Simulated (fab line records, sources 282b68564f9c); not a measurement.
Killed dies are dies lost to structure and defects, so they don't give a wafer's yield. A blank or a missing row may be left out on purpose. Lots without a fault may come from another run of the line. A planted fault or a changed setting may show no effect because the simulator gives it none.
Problem report in the 8D (eight disciplines) form, filled by code | flow rit_cmos | the parts of the form that need people (team, actions taken, sign-off) are left out

1. THE PROBLEM
o2_flow_sccm at RIT_PWELL_STRIP_09 reads a mean of 3205 sccm on 6 wafers of 2 lots; wafers without a fault read 4001 sccm with a standard deviation of 12. That is -66 standard deviations from the usual mean.
The step: strips in O2, time 180 s.
First seen on wafer L988.1, day 5 11:48, on plasma_asher-03. The record holds 42 wafers of 14 lots with a number at this step. Rule for "out", or "out of limits": more than 4 standard deviations from the usual mean. The other wafers with a number count as sound.

2. WHAT IT IS AND WHAT IT IS NOT
question                    | is                     | is not
which readings at this step | o2_flow_sccm           | drypump_motor_current_A
which lots                  | L988, L991             | L972, L973, L974, L976, L978, L981, L982, L983, L984, L985, L986, L990
which wafers of those lots  | all that have a number | -
read on which tools         | plasma_asher-03        | plasma_asher-04
when                        | from day 5 11:48       | up to then (33 sound wafers); but 3 sound wafers of L990 came after

3. SUSPECTS, AND WHAT RULES EACH OUT
Counting: a tool at a process step up to the reading stays a suspect if it ran every lot that is out and no sound lot after the first of them.
- plasma_asher-03 at RIT_PWELL_STRIP_09 (strips in O2, time 180 s): kept. It ran every lot that is out, first L988 (day 5 11:48), and no sound lot after that; its last sound lot up to then is L984 (day 4 12:26). Its own readings are out on those wafers: o2_flow_sccm.
Left after counting: plasma_asher-03 at RIT_PWELL_STRIP_09.

4. THE CAUSE (what the simulator had put in)
Process parameter drift: plasma_asher-03, from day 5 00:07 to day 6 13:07, at RIT_PWELL_STRIP_09. Setting o2_flow_sccm, moved by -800, from 4000. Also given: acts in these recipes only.
Counting left only this tool.

5. THE CHAIN OF EFFECTS, in route order
Each row: a reading whose mean over the struck wafers that have a number lies more than 3 standard deviations from the usual. Only readings for which the record gives a usual standard deviation are gone through. hours: the time from each lot's start at the first step in this table that gives one to its start at this step, as a median over the lots. sigmas: the change in usual standard deviations.
hours | step               | reading      | usual     | on struck wafers | change | sigmas
0     | RIT_PWELL_STRIP_09 | o2_flow_sccm | 4001 sccm | 3205             | -796   | -66
The process steps in it:
- RIT_PWELL_STRIP_09: strips in O2, time 180 s.

6. WHAT WOULD HAVE CAUGHT IT SOONER
In this record the first reading out of limits was taken at day 5 11:48, 12 hours after the fault began at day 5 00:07.
